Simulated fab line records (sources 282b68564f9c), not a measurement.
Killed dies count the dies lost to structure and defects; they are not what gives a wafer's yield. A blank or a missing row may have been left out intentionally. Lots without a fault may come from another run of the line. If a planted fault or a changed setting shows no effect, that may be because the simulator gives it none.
fab line records	flow rit_cmos
record lots=5	wafers=15	last_day=8
route steps=202 shown CONTACT@170 M1@184
lots that met no fault: taken from a fault-free run of the same line
start_h: hours from the record's first day to the start of the lot's first wafer shown	wait_h: how many hours have passed since the lot's step before this one	" as in the row above	L1.1+2: several wafers, shown together as one row	- no value present, or no start provided	* or withheld: withheld	< > ~ a bound
route shown NAME@n: NAME is a module with steps in the file, n the number in the route of the first one	usual: mean and standard deviation over wafers with no fault	same: alike in all rows	chamber/n: place in a boat	sites: per-site readings	_std_site: how widely they spread, as a standard deviation	_edge_site: mean of outer sites minus mean of inner sites	radius_mm: how far each site lies from the wafer's centre	mask NAME#n: copy n	behind: the tool/chamber that last shaped the wafer	hold: why the lot was held/for how many hours/how that ended	device: the n, p or np transistor that did not switch	end of line: the route-end tests of the same wafers	step lacking rows: just its recipe	killed: count of dies lost to structure and defects at first sort (not the wafer's yield)	map: shows each die of a wafer: x if killed, . if not, _ if none is there
set.NAME: setting as actually run; set.NAME@STEP: the setting as run at that earlier step	model.NAME: the simulator's own value behind a step, which no gauge read
lots seen at some steps along the route; tables by step, rows by wafer
services: a tool's chamber out of use, with start hour (start_h, from the record's first day; less than 0 if before it), hours out, and reason
## steps
# step RIT_CONTACT_HMDS_02
# recipe prime_time_s=60	prime_temp_c=140
# step RIT_CONTACT_COAT_03
# recipe resist=NOVOLAK	spin_rpm=3250	resist_thk_nm=1000
# step RIT_CONTACT_SOFTBAKE_04
# recipe resist=NOVOLAK	temp_c=90	time_s=60
# step RIT_CONTACT_EXPOSE_05
# recipe mask_id=M11	na=0.6	source_shape=conventional	sigma_outer=0.5	target_cd_nm=1000	dose_mj=250
# step RIT_CONTACT_PEB_06
# recipe resist=NOVOLAK	temp_c=withheld	time_s=withheld
# step RIT_CONTACT_DEVELOP_07
# recipe resist=NOVOLAK	develop_time_s=120	dev_temp_c=23
# step RIT_CONTACT_CD_MEAS_08
# recipe target_cd_nm=1000
# usual cd_nm=1000.0/2.2
lot.wafer	tool	chamber	start_h	wait_h	cd_nm
L815.2	cd_sem-02	-	68.47	-	997.1
L815.4	"	-	"	"	995.4
L815.5	"	-	"	"	996.3
L816.3	cd_sem-02	-	72.37	-	1000.3
L816.4	"	-	"	"	1003.1
L816.6	"	-	"	"	1001.2
L827.2	cd_sem-01	-	145.72	-	997.5
L827.4	"	-	"	"	997.6
L827.5	"	-	"	"	997.7
L835.1	cd_sem-01	-	172.48	-	1000.6
L835.5	"	-	"	"	1001.7
L835.6	"	-	"	"	1000.1
L836.4	cd_sem-01	-	173.92	-	998.6
L836.5	"	-	"	"	997.0
L836.6	"	-	"	"	996.4
# step RIT_CONTACT_OVL_MEAS_09
# usual CONTACT_OVL=1.2/1.6
lot.wafer	tool	chamber	start_h	wait_h	CONTACT_OVL[nm]
L815.2	overlay-02	-	68.58	0.1	-0.3
L815.4	"	-	"	"	0.2
L815.5	"	-	"	"	-0.5
L816.3	overlay-01	-	72.47	0.1	0.2
L816.4	"	-	"	"	0.4
L816.6	"	-	"	"	-0.1
L827.2	overlay-02	-	145.83	0.1	2.5
L827.4	"	-	"	"	2.8
L827.5	"	-	"	"	3.8
L835.1	overlay-02	-	172.60	0.1	2.2
L835.5	"	-	"	"	-0.5
L835.6	"	-	"	"	0.3
L836.4	overlay-02	-	174.00	0.1	-0.3
L836.5	"	-	"	"	-1.0
L836.6	"	-	"	"	-0.3
# step RIT_CONTACT_HARDBAKE_10
# recipe resist=NOVOLAK	temp_c=140	time_s=60
# step RIT_CONTACT_ETCH_11
# recipe target_depth_a=4800	over_etch_frac=0.2	stop_on=TiSi2	chemistry=CHF3/CF4/Ar	target=SiO2	CHF3_flow_sccm=50	cf4_flow_sccm=10	Ar_flow_sccm=100	O2_flow_sccm=5	pressure_mtorr=100	rf_w=200	time_s=320
# usual drypump_motor_current_A=5.8/0.48	oes_product_au=0.987/0.014	throttle_valve_pct=8.84/0.19
# same time_s=320
lot.wafer	tool	chamber	start_h	wait_h	drypump_motor_current_A	oes_product_au	rf_hours_counter_h	throttle_valve_pct
L815.2	rie_diel-01	1	68.76	0.1	6.2	0.984	31	8.99
L815.4	"	3	"	"	4.8	0.986	146	8.95
L815.5	"	2	"	"	5.4	0.999	-	8.60
L816.3	rie_diel-03	2	72.64	0.1	5.8	1.012	144	9.09
L816.4	"	1	"	"	6.0	0.984	160	8.55
L816.6	"	1	"	"	6.0	0.982	-	8.54
L827.2	rie_diel-03	2	146.01	0.1	5.7	1.011	146	9.09
L827.4	"	3	"	"	5.7	0.976	81	8.95
L827.5	"	0	"	"	6.5	0.966	-	8.74
L835.1	rie_diel-03	2	172.78	0.1	5.8	1.011	147	9.09
L835.5	"	1	"	"	6.0	0.997	-	8.56
L835.6	"	2	"	"	5.8	1.004	-	9.09
L836.4	rie_diel-01	2	174.26	0.1	5.4	1.003	-	8.59
L836.5	"	0	"	"	6.1	0.999	-	9.09
L836.6	"	1	"	"	6.2	0.988	-	8.99
# step RIT_CONTACT_STRIP_12
# recipe chemistry=O2	time_s=175.2	resist=NOVOLAK	platen_temp_c=withheld	power_w=500	pressure_mtorr=4000	o2_flow_sccm=4000
# usual drypump_motor_current_A=5.9/0.58	o2_flow_sccm=4000/13	rf_refl_power_W=6.4/0.71
# same time_s=175.2
lot.wafer	tool	chamber	start_h	wait_h	drypump_motor_current_A	o2_flow_sccm	rf_hours_counter_h	rf_refl_power_W
L815.2	plasma_asher-01	1	68.95	0.1	5.8	4028	27	6.4
L815.4	"	1	"	"	5.8	4007	-	6.5
L815.5	"	0	"	"	6.7	4016	-	7.1
L816.3	plasma_asher-03	0	72.89	0.2	5.9	3991	-	6.4
L816.4	"	1	"	"	5.5	4027	-	7.1
L816.6	"	1	"	"	5.5	4000	-	7.0
L827.2	plasma_asher-03	0	146.20	0.1	5.9	4000	3	6.5
L827.4	"	0	"	"	5.9	4009	-	6.5
L827.5	"	0	"	"	5.9	3994	-	6.5
L835.1	plasma_asher-04	0	172.98	0.1	6.6	3985	52	6.6
L835.5	"	0	"	"	6.5	4005	-	6.5
L835.6	"	1	"	"	5.0	3993	-	4.8
L836.4	plasma_asher-04	1	174.42	0.1	5.0	3984	-	4.8
L836.5	"	0	"	"	6.6	4005	-	6.7
L836.6	"	1	"	"	5.0	3979	-	4.7
# step RIT_CONTACT_CD_MEAS_90
# recipe target_cd_nm=1000
# usual cd_nm=1000.0/2.2
lot.wafer	tool	chamber	start_h	wait_h	cd_nm
L815.2	cd_sem-02	-	69.15	0.1	997.6
L815.4	"	-	"	"	995.8
L815.5	"	-	"	"	997.2
L816.3	cd_sem-02	-	73.05	0.1	1000.3
L816.4	"	-	"	"	1002.9
L816.6	"	-	"	"	1001.2
L827.2	cd_sem-01	-	146.40	0.1	998.0
L827.4	"	-	"	"	998.2
L827.5	"	-	"	"	997.0
L835.1	cd_sem-01	-	173.15	0.1	1000.1
L835.5	"	-	"	"	1002.2
L835.6	"	-	"	"	1000.0
L836.4	cd_sem-02	-	174.60	0.1	998.8
L836.5	"	-	"	"	996.9
L836.6	"	-	"	"	996.5
# step RIT_CONTACT_CLEAN_13
# recipe chemistry=SC1	mix=3:3:50	time_s=600	temp_c=75
# same time_s=600
lot.wafer	tool	chamber	start_h	wait_h
L815.2+4+5	wet_bench-02	3	69.25	0.1
L816.3+4+6	wet_bench-03	2	73.13	0.1
L827.2+4+5	wet_bench-02	2	146.50	0.1
L835.1+5+6	wet_bench-03	2	173.27	0.1
L836.4+5+6	wet_bench-03	3	174.66	0.0
# step RIT_CONTACT_CLEAN_14
# recipe chemistry=SC2	mix=3:3:50	time_s=600	temp_c=75	dry=n2_spin
# step RIT_M1_SPUTTER_00
# recipe material=Al	target_thk_nm=400	power_w=2000	chamber_pressure_pa=0.4	gas=Ar	time_s=500	substrate_temp_c=25
# usual chamber_pressure_pa=0.4000/0.00081	throttle_valve_pct=29.8/0.9
# same time_s=500
lot.wafer	tool	chamber	start_h	wait_h	chamber_pressure_pa	throttle_valve_pct
L815.2	pvd_sputter-01	-	69.62	0.0	0.3997	28.7
L815.4	"	-	"	"	0.4007	29.8
L815.5	"	-	"	"	0.4016	31.5
L816.3	pvd_sputter-01	-	73.50	0.0	0.4000	28.7
L816.4	"	-	"	"	0.4000	31.3
L816.6	"	-	"	"	0.3992	28.6
L827.2	pvd_sputter-01	-	146.85	0.0	0.3997	31.2
L827.4	"	-	"	"	0.4003	28.8
L827.5	"	-	"	"	0.4006	28.9
L835.1	pvd_sputter-03	-	173.62	0.0	0.4004	28.9
L835.5	"	-	"	"	0.4002	30.1
L835.6	"	-	"	"	0.4008	30.3
L836.4	pvd_sputter-01	-	175.01	0.0	0.4014	28.8
L836.5	"	-	"	"	0.3988	28.6
L836.6	"	-	"	"	0.4005	29.5
# step RIT_M1_RS_MEAS_01
# recipe thk_meas_gauge=four-point-probe	reads=Al_of_M1_SPUTTER_00
# usual M1_AL_RS=0.0734/0.00087
lot.wafer	tool	chamber	start_h	wait_h	M1_AL_RS[ohm/sq]
L815.2	film_metro-02	-	69.97	0.2	0.0727
L815.4	"	-	"	"	0.0732
L815.5	"	-	"	"	0.0741
L816.3	film_metro-04	-	73.83	0.2	0.0723
L816.4	"	-	"	"	0.0734
L816.6	"	-	"	"	0.0722
L827.2	film_metro-01	-	147.19	0.2	0.0753
L827.4	"	-	"	"	0.0732
L827.5	"	-	"	"	0.0730
L835.1	film_metro-02	-	173.92	0.1	0.0748
L835.5	"	-	"	"	0.0736
L835.6	"	-	"	"	0.0743
L836.4	film_metro-04	-	175.36	0.2	0.0731
L836.5	"	-	"	"	0.0730
L836.6	"	-	"	"	0.0734
# step RIT_M1_THK_MEAS_02
# recipe thk_meas_gauge=xrf	reads=Al_of_M1_SPUTTER_00
# usual M1_AL_THK=392/4.8
lot.wafer	tool	chamber	start_h	wait_h	M1_AL_THK[nm]
L815.2	film_metro-02	-	70.08	0.1	396
L815.4	"	-	"	"	393
L815.5	"	-	"	"	387
L816.3	film_metro-04	-	73.93	0.1	396
L816.4	"	-	"	"	390
L816.6	"	-	"	"	398
L827.2	film_metro-01	-	147.30	0.1	379
L827.4	"	-	"	"	391
L827.5	"	-	"	"	390
L835.1	film_metro-02	-	174.04	0.1	386
L835.5	"	-	"	"	394
L835.6	"	-	"	"	389
L836.4	film_metro-04	-	175.45	0.1	392
L836.5	"	-	"	"	392
L836.6	"	-	"	"	390
# step RIT_M1_HMDS_03
# recipe prime_time_s=60	prime_temp_c=140
# step RIT_M1_COAT_04
# recipe resist=NOVOLAK	spin_rpm=2000	resist_thk_nm=1300
# step RIT_M1_SOFTBAKE_05
# recipe resist=NOVOLAK	temp_c=90	time_s=60
# step RIT_M1_EXPOSE_06
# recipe mask_id=M12	na=0.6	source_shape=conventional	sigma_outer=0.5	target_cd_nm=2600	dose_mj=250
# step RIT_M1_PEB_07
# recipe resist=NOVOLAK	temp_c=withheld	time_s=withheld
# step RIT_M1_DEVELOP_08
# recipe resist=NOVOLAK	develop_time_s=68	dev_temp_c=23
# step RIT_M1_CD_MEAS_09
# recipe target_cd_nm=2600
# usual cd_nm=2600.0/2.5
lot.wafer	tool	chamber	start_h	wait_h	cd_nm
L815.2	cd_sem-02	-	71.15	-	2603.2
L815.4	"	-	"	"	2602.2
L815.5	"	-	"	"	2602.3
L816.3	cd_sem-02	-	74.89	-	2596.7
L816.4	"	-	"	"	2597.0
L816.6	"	-	"	"	2599.3
L827.2	cd_sem-01	-	148.51	-	2600.2
L827.4	"	-	"	"	2601.3
L827.5	"	-	"	"	2600.2
L835.1	cd_sem-02	-	175.05	-	2601.5
L835.5	"	-	"	"	2601.9
L835.6	"	-	"	"	2602.0
L836.4	cd_sem-01	-	176.42	-	2600.3
L836.5	"	-	"	"	2603.5
L836.6	"	-	"	"	2601.1
# step RIT_M1_OVL_MEAS_10
# usual M1_OVL=0.0/1.1
lot.wafer	tool	chamber	start_h	wait_h	M1_OVL[nm]
L815.2	overlay-01	-	71.26	0.1	-1.4
L815.4	"	-	"	"	-1.1
L815.5	"	-	"	"	0.0
L816.3	overlay-01	-	74.98	0.1	0.0
L816.4	"	-	"	"	-0.5
L816.6	"	-	"	"	1.0
L827.2	overlay-01	-	148.61	0.1	0.2
L827.4	"	-	"	"	-1.1
L827.5	"	-	"	"	-1.4
L835.1	overlay-02	-	175.17	0.1	1.3
L835.5	"	-	"	"	0.5
L835.6	"	-	"	"	-1.1
L836.4	overlay-02	-	176.50	0.1	-0.3
L836.5	"	-	"	"	1.4
L836.6	"	-	"	"	-0.5
# step RIT_M1_HARDBAKE_11
# recipe resist=NOVOLAK	temp_c=140	time_s=120
# step RIT_M1_METAL_ETCH_12
# recipe stop_on=SiO2	chemistry=Cl2/BCl3	target=Al	time_s=165	over_etch_frac=0.5	pressure_mtorr=100	target_depth_a=6000	rf_w=244.4	Cl2_flow_sccm=60	bcl3_flow_sccm=50
# usual drypump_motor_current_A=5.9/0.32	oes_product_au=0.767/0.0099	throttle_valve_pct=8.32/0.045
# same time_s=165
lot.wafer	tool	chamber	start_h	wait_h	drypump_motor_current_A	oes_product_au	rf_hours_counter_h	throttle_valve_pct
L815.2	rie_metal-03	1	71.54	0.2	5.5	0.775	3	8.27
L815.4	"	0	"	"	5.7	0.783	-	8.35
L815.5	"	1	"	"	5.5	0.757	-	8.27
L816.3	rie_metal-04	1	75.31	0.2	5.9	0.773	-	8.31
L816.4	"	0	"	"	5.5	0.770	-	8.40
L816.6	"	0	"	"	5.5	0.774	-	8.39
L827.2	rie_metal-03	0	148.89	0.2	5.7	0.765	4	8.36
L827.4	"	1	"	"	5.5	0.761	-	8.27
L827.5	"	1	"	"	5.6	0.763	-	8.29
L835.1	rie_metal-03	1	175.45	0.2	5.5	0.765	5	8.27
L835.5	"	1	"	"	5.5	0.768	-	8.28
L835.6	"	0	"	"	5.7	0.765	-	8.37
L836.4	rie_metal-04	1	176.82	0.1	5.9	0.771	-	8.33
L836.5	"	1	"	"	5.9	0.768	-	8.34
L836.6	"	0	"	"	5.6	0.783	-	8.40
# step RIT_M1_STRIP_13
# recipe chemistry=nmp	resist=NOVOLAK	temp_c=80	time_s=600	dry=n2_spin
# step RIT_M1_STRIP_14
# recipe chemistry=O2	time_s=180	platen_temp_c=withheld	power_w=500	pressure_mtorr=4000	o2_flow_sccm=4000
# usual drypump_motor_current_A=6.0/0.63	o2_flow_sccm=4000/11	rf_refl_power_W=6.4/1.1
# same time_s=180
lot.wafer	tool	chamber	start_h	wait_h	drypump_motor_current_A	o2_flow_sccm	rf_hours_counter_h	rf_refl_power_W
L815.2	plasma_asher-04	1	71.88	0.0	5.0	4021	41	4.5
L815.4	"	0	"	"	6.6	4001	-	6.3
L815.5	"	0	"	"	6.6	4019	-	6.6
L816.3	plasma_asher-04	1	75.65	0.1	5.0	4015	-	4.7
L816.4	"	0	"	"	6.6	4009	-	6.6
L816.6	"	0	"	"	6.6	3998	-	6.4
L827.2	plasma_asher-04	0	149.23	0.0	6.6	3996	49	6.3
L827.4	"	0	"	"	6.6	4006	-	6.4
L827.5	"	1	"	"	5.0	4014	-	4.6
L835.1	plasma_asher-02	1	175.79	0.0	6.8	4014	53	8.2
L835.5	"	0	"	"	6.5	4004	-	5.5
L835.6	"	1	"	"	6.7	4005	-	8.3
L836.4	plasma_asher-04	0	177.18	0.1	6.6	3992	-	6.7
L836.5	"	1	"	"	5.0	3997	-	4.7
L836.6	"	0	"	"	6.6	3988	-	6.6
# step RIT_M1_CD_MEAS_90
# recipe target_cd_nm=2600
# usual cd_nm=2601/3.1
lot.wafer	tool	chamber	start_h	wait_h	cd_nm
L815.2	cd_sem-02	-	72.07	0.1	2601
L815.4	"	-	"	"	2603
L815.5	"	-	"	"	2601
L816.3	cd_sem-02	-	75.90	0.2	2594
L816.4	"	-	"	"	2599
L816.6	"	-	"	"	2602
L827.2	cd_sem-02	-	149.43	0.1	2603
L827.4	"	-	"	"	2600
L827.5	"	-	"	"	2599
L835.1	cd_sem-02	-	175.96	0.1	2601
L835.5	"	-	"	"	2602
L835.6	"	-	"	"	2606
L836.4	cd_sem-01	-	177.35	0.1	2600
L836.5	"	-	"	"	2603
L836.6	"	-	"	"	2601
# step RIT_M1_ANNEAL_15
# recipe temp_c=450	time_s=1800	ambient=forming_gas_H2N2
# step RIT_M1_BOW_MEAS_16
# recipe mode=bow
# usual M1_BOW=17/6.7
lot.wafer	tool	chamber	start_h	wait_h	M1_BOW[um]
L815.2	film_metro-02	-	73.69	0.0	14
L815.4	"	-	"	"	9
L815.5	"	-	"	"	13
L816.3	film_metro-04	-	77.52	0.0	14
L816.4	"	-	"	"	11
L816.6	"	-	"	"	13
L827.2	film_metro-01	-	151.05	0.0	15
L827.4	"	-	"	"	11
L827.5	"	-	"	"	15
L835.1	film_metro-04	-	178.83	0.0	27
L835.5	"	-	"	"	20
L835.6	"	-	"	"	15
L836.4	film_metro-04	-	180.39	0.1	3
L836.5	"	-	"	"	16
L836.6	"	-	"	"	24
# step RIT_M1_PROBE_99
# usual killed_at_contacts=0.1/0.28	killed_at_front_end=7.1/2.8	killed_dies=7.1/2.9	killed_on_rim=1.9/1.5	killed_open=3.4/2	killed_short=3.6/2.1
# same gross_dies=264	killed_at_M0_to_M3=0	killed_at_M4_up=0	killed_at_back_side=0	killed_at_other=0
lot.wafer	tool	chamber	start_h	wait_h	killed_at_contacts	killed_at_front_end	killed_dies	killed_on_rim	killed_open	killed_short
L816.3	prober-02	-	77.70	0.2	1	11	12	3	4	8
L816.4	prober-02	-	77.75	0.2	0	9	9	2	3	6
L816.6	prober-02	-	77.85	0.2	0	10	10	2	6	4
L827.2	prober-01	-	151.20	0.1	12	5	17	8	3	2
L827.4	prober-01	-	151.30	0.2	17	10	27	11	4	6
L827.5	prober-01	-	151.35	0.2	13	11	24	10	7	5
# killed by level:class
L816.3 REOX:geometric_particle:short=2 SPACER:geometric_particle:open=2 SPACER:geometric_particle:short=2 FOX1:geometric_particle:short=1 FOX2:geometric_particle:short=1 GATE:geometric_particle:short=1 SILICIDE:geometric_particle:open=1 SILICIDE:geometric_particle:short=1
L816.4 GATE:geometric_particle:open=3 GATE:geometric_particle:short=2 SPACER:geometric_particle:short=2 REOX:geometric_particle:short=1 SILICIDE:geometric_particle:short=1
L816.6 GATE:geometric_particle:open=2 SPACER:geometric_particle:open=2 FOX1:geometric_particle:open=1 FOX1:geometric_particle:short=1 FOX2:geometric_particle:short=1 SPACER:geometric_particle:short=1 SILICIDE:geometric_particle:open=1 SILICIDE:geometric_particle:short=1
L827.2 CONTACT:unspecified=12 FOX1:geometric_particle:open=2 GATE:geometric_particle:open=1 GATE:geometric_particle:short=1 SILICIDE:geometric_particle:short=1
L827.4 CONTACT:unspecified=17 GATE:geometric_particle:short=4 GATE:geometric_particle:open=2 SPACER:geometric_particle:open=2 REOX:geometric_particle:short=1 SPACER:geometric_particle:short=1
L827.5 CONTACT:unspecified=12 GATE:geometric_particle:short=3 GATE:geometric_particle:open=3 FOX1:geometric_particle:open=2 REOX:geometric_particle:short=1 REOX:geometric_particle:open=1 SPACER:geometric_particle:short=1 CONTACT:geometric_particle:open=1
# map L827.4 (x killed, . not)
________......._______
_____x..........x.____
____...............___
___...x.............__
__...x...........xxxx_
__................xxx_
_................xxxxx
_..................xxx
_...................xx
_.....................
__.....x............._
__.......x..........._
___.x...............__
____....x......x...___
_____x............____
________......._______
# map L815.2 (x killed, . not)
________......._______
_____.......x.....____
____...............___
___.................__
__...........x......._
__..........x........_
_....x................
_.....................
_..................x..
_.....................
__..................._
__..x.......x........_
___.................__
____...............___
_____.......x.....____
________......._______
## services
tool	chamber	start_h	hours	kind
rie_metal-03	0	45.40	1.2	repair
pvd_sputter-01	-	53.49	0.6	repair
rie_metal-03	-	61.91	0.9	repair
pvd_sputter-01	-	66.17	3.1	repair
rie_metal-03	-	67.29	2.8	pm
plasma_asher-03	-	67.92	1.6	repair
rie_diel-01	2	72.70	12.5	repair
rie_diel-01	1	72.79	3.0	repair
rie_diel-03	-	86.39	1.6	repair
rie_diel-03	3	89.75	6.1	repair
rie_diel-03	-	91.46	0.5	repair
pvd_sputter-03	-	92.52	4.0	repair
rie_diel-03	1	99.35	-	clean
rie_diel-03	1	99.35	19.9	scheduled_down
rie_diel-03	1	99.35	19.9	vent_cycle
plasma_asher-03	-	108.75	9.0	pm
plasma_asher-04	-	125.04	1.7	repair
plasma_asher-02	-	126.86	2.8	pm
rie_diel-01	-	129.44	4.3	pm
plasma_asher-01	-	132.82	4.3	pm
pvd_sputter-03	-	134.70	8.4	repair
rie_metal-04	-	136.12	20.0	pm
rie_diel-01	0	137.90	23.8	repair
rie_metal-03	-	166.53	1.4	pm
## key
first_sign step=RIT_M1_PROBE_99	reading=killed_at_contacts	direction=up	sigmas=14	usual=0.1	struck=14
effect step=RIT_M1_PROBE_99	reading=killed_dies	direction=up	sigmas=5.4	usual=7.1	struck=22.7
met_at RIT_CONTACT_CLEAN_13
struck_wafers L827.2,L827.4,L827.5
tester_left_out L827
onset_between 69.25 146.50
also_fits RIT_CONTACT_STRIP_12:plasma_asher-03
fault kind=chamber_particle_source	tool=wet_bench-02	chamber=-	onset_h=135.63	steps=RIT_CONTACT_CLEAN_13	rate_per_visit_cm2=0.6225	end_h=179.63
# tester_left_out: of these lots the tester's yield and bins aren't shown, on N5 and GAA mostly nor the transistor test; their killed dies are dies lost to structure and defects alone, not to doping, threshold or leakage, so they don't give the yield
